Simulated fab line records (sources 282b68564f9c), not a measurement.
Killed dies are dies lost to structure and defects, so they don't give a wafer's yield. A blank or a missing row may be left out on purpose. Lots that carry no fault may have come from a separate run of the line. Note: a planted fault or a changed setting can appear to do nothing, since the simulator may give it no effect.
Which tool was responsible? :: flow rit cmos :: Sampling: 14 lots, 42 wafers, 2 of 202 route steps

## WHAT EACH GAUGE READ, for each wafer
RIT_CONTACT_CD_MEAS_08: the cd target is 1000 nm.
lot: L778
measured: day 3 06:09
on: cd sem-01
cd nm (nm): 996.4 1001.1 996.3

lot: L779
measured: day 3 08:55
on: cd sem-01
cd nm (nm): 1002.8 1003.1 1002.9

lot: L780
measured: day 3 14:32
on: cd sem-01
cd nm (nm): 1148.6 1150.1 1150.5

lot: L781
measured: day 3 20:28
on: cd sem-02
cd nm (nm): 999.5 1001.0 999.5

lot: L784
measured: day 4 12:04
on: cd sem-01
cd nm (nm): 1150.0 1151.9 1152.7

lot: L790
measured: day 5 16:58
on: cd sem-01
cd nm (nm): 1000.5 999.9 1004.0

lot: L793
measured: day 6 08:39
on: cd sem-02
cd nm (nm): 1000.3 999.6 997.4

lot: L794
measured: day 6 14:07
on: cd sem-02
cd nm (nm): 998.5 998.0 997.4

lot: L796
measured: day 6 22:37
on: cd sem-01
cd nm (nm): 995.8 998.0 999.8

lot: L797
measured: day 7 06:35
on: cd sem-02
cd nm (nm): 998.0 998.4 1000.6

lot: L798
measured: day 7 08:54
on: cd sem-02
cd nm (nm): 1003.6 1002.6 1001.7

lot: L799
measured: day 7 12:59
on: cd sem-02
cd nm (nm): 1000.7 1000.1 998.8

lot: L800
measured: day 7 18:37
on: cd sem-02
cd nm (nm): 995.0 996.8 995.6

lot: L801
measured: day 7 22:20
on: cd sem-02
cd nm (nm): 998.9 994.7 997.3

## WHAT TOOL EACH LOT RAN ON (gives the tool, then ch and the chambers of the sampled wafers, and finally the start)
lot: L778
RIT_CONTACT_COAT_03: litho track-03 ch 0, day 3 05:10

lot: L779
RIT_CONTACT_COAT_03: litho track-03 ch 0, day 3 07:59

lot: L780
RIT_CONTACT_COAT_03: litho track-03 ch 0, day 3 13:36

lot: L781
RIT_CONTACT_COAT_03: litho track-04 ch 0, day 3 19:40

lot: L784
RIT_CONTACT_COAT_03: litho track-03 ch 0, day 4 11:07

lot: L790
RIT_CONTACT_COAT_03: litho track-02 ch 0, day 5 16:08

lot: L793
RIT_CONTACT_COAT_03: litho track-04 ch 0, day 6 07:50

lot: L794
RIT_CONTACT_COAT_03: litho track-04 ch 0, day 6 13:11

lot: L796
RIT_CONTACT_COAT_03: litho track-04 ch 0, day 6 21:40

lot: L797
RIT_CONTACT_COAT_03: litho track-04 ch 0, day 7 05:46

lot: L798
RIT_CONTACT_COAT_03: litho track-02 ch 0, day 7 08:03

lot: L799
RIT_CONTACT_COAT_03: litho track-03 ch 0, day 7 12:10

lot: L800
RIT_CONTACT_COAT_03: litho track-04 ch 0, day 7 17:38

lot: L801
RIT_CONTACT_COAT_03: litho track-04 ch 0, day 7 21:24
- RIT_CONTACT_COAT_03: resist thk 1000 nm.

## AS READ BY THE TOOLS THEMSELVES (means over the sampled wafers that have a number; for cases with no such wafer, the mark the record gives instead)
RIT_CONTACT_COAT_03.
lot: L778
tool: litho track-03
chill plate temp C (C): 23.12
spin speed rpm (rpm): 3247.6

lot: L779
tool: litho track-03
chill plate temp C (C): 23.16
spin speed rpm (rpm): 3248.6

lot: L780
tool: litho track-03
chill plate temp C (C): 22.94
spin speed rpm (rpm): 3246.8

lot: L781
tool: litho track-04
chill plate temp C (C): 22.99
spin speed rpm (rpm): 3250.8

lot: L784
tool: litho track-03
chill plate temp C (C): 23.00
spin speed rpm (rpm): 3252.7

lot: L790
tool: litho track-02
chill plate temp C (C): 22.79
spin speed rpm (rpm): 3250.8

lot: L793
tool: litho track-04
chill plate temp C (C): 22.96
spin speed rpm (rpm): 3251.0

lot: L794
tool: litho track-04
chill plate temp C (C): 22.89
spin speed rpm (rpm): 3252.0

lot: L796
tool: litho track-04
chill plate temp C (C): 23.10
spin speed rpm (rpm): 3250.1

lot: L797
tool: litho track-04
chill plate temp C (C): 23.06
spin speed rpm (rpm): 3252.4

lot: L798
tool: litho track-02
chill plate temp C (C): 22.95
spin speed rpm (rpm): 3250.6

lot: L799
tool: litho track-03
chill plate temp C (C): 23.08
spin speed rpm (rpm): 3251.1

lot: L800
tool: litho track-04
chill plate temp C (C): 23.01
spin speed rpm (rpm): 3249.3

lot: L801
tool: litho track-04
chill plate temp C (C): 22.93
spin speed rpm (rpm): 3252.1

## THE ANSWER, worked out from the rows above alone
Rule: the lots themselves supply what counts as usual. Put in order of their means at a reading, lots are off if they are a third of the lots or fewer, leave a main group of 4 or more, and stand apart from it by a gap of 3 or more times the standard deviation of the main group's means; of several such gaps the widest counts. If all means in a main group match to the digits the tables above print for the reading, that group is not used. A lot without any number at a reading at which 4 lots or more have one is off too. The other lots that the step has rows for count as sound. First the gauges in route order, then the tools' own readings, where a lot's mean is used as printed above. The first step at which some lot is off is used, and at that step the reading that is off furthest; a lot without a number counts as furthest.
Off at RIT_CONTACT_CD_MEAS_08 (cd nm): L780, L784. The main group: mean 999.3 nm, standard deviation 2.1.
A tool fits if, at a process step before that reading, it ran every lot that is off, and no sound lot after the first of them. The gauges at RIT_CONTACT_CD_MEAS_08 are tried like those tools. No candidate that was tried fits.

## WHAT WAS PUT IN BY THE SIMULATOR
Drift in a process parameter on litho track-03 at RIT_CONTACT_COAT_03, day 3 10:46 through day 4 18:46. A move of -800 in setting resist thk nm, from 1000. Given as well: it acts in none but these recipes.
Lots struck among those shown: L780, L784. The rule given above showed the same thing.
